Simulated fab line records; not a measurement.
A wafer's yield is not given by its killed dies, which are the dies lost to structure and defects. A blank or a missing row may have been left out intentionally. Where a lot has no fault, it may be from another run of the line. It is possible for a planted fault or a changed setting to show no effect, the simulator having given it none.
Problem report in the 8D (eight disciplines) form, filled by code -- flow berkeley cmos170 -- the parts of the form that need people (team, actions taken, sign-off) are left out

## 1. WHAT WENT WRONG
Mean of rf fwd power W at UCB170_SPACER_ETCHBACK_03: 844.7 W across 2 wafers in 2 lots; on wafers with no fault it is 496.0 W (standard deviation 1.9). So: +99 or more standard deviations from the usual mean.
The step: etches SiO2 in CHF3/CF4/Ar, stops on Si, target depth 376 nm, time 100 s.
First seen on wafer L874.1, day 11 03:37, on rie diel-01. Wafers with a number at this step in the record: 18, from 6 lots. By rule, "out" or "out of limits" means more than 4 standard deviations away from the usual mean. The other wafers with a number count as sound.

## 2. WHAT IT IS, WHAT IT ISN'T
question,is,is not
which readings at this step,rf fwd power W,"drypump motor current A, oes product au, throttle valve pct"
which lots,"L874, L876","L866, L867, L868, L878"
which wafers of those lots,"L874.1, L876.2","L874.5, L874.6, L876.1, L876.4"
read on which tools,rie diel-01,"rie diel-02, rie diel-03"
when,from day 11 03:37,"up to then (11 sound wafers); but 5 sound wafers of L876, L878 came after"

## 3. THE SUSPECTS, EACH WITH WHAT RULES IT OUT
Counting: if a tool at a process step up to the reading ran every lot that is out, it stays a suspect. Sound lots after the first of them don't rule it out here, since some wafers of a struck lot are sound.
- rie diel-01 at UCB170_SPACER_ETCHBACK_03 (etches SiO2 in CHF3/CF4/Ar, stops on Si, target depth 376 nm, time 100 s): kept. It ran every lot that is out, first L874 (day 11 03:37); its last sound lot up to then is L868 (day 10 06:13). Its own readings are out on those wafers: rf fwd power W.
- rie diel-01, UCB170_SPACER_ETCHBACK_03: wafers that are out in chamber 0, sound lot-mates in chambers 1, 2.
The count leaves rie diel-01 at UCB170_SPACER_ETCHBACK_03.

## 4. THE CAUSE (what the simulator had put in)
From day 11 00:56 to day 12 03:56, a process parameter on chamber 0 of rie diel-01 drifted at UCB170_SPACER_ETCHBACK_03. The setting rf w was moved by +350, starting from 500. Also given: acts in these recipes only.
After counting, this tool was the only one left.

## 5. THE EFFECT CHAIN, in route order
One row per reading whose mean, taken over the struck wafers that have a number, lies over 3 standard deviations from the usual. Scope: only readings with a usual standard deviation given in the record; hours: median across lots of the time from each lot's start at the first step in this table that gives one to its start at this step; sigmas: change in usual standard deviations.
hours,step,reading,usual,on struck wafers,change,sigmas
0,UCB170_SPACER_ETCHBACK_03,rf fwd power W,496.0 W,844.7,+348.7,+99 or more
Its process steps:
- UCB170_SPACER_ETCHBACK_03: etches SiO2 in CHF3/CF4/Ar, stops on Si, target depth 376 nm, time 100 s.

## 6. WHAT WOULD HAVE CAUGHT IT SOONER
In this record no reading fell out of limits until day 11 03:37, 3 hours after the fault had begun at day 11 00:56.
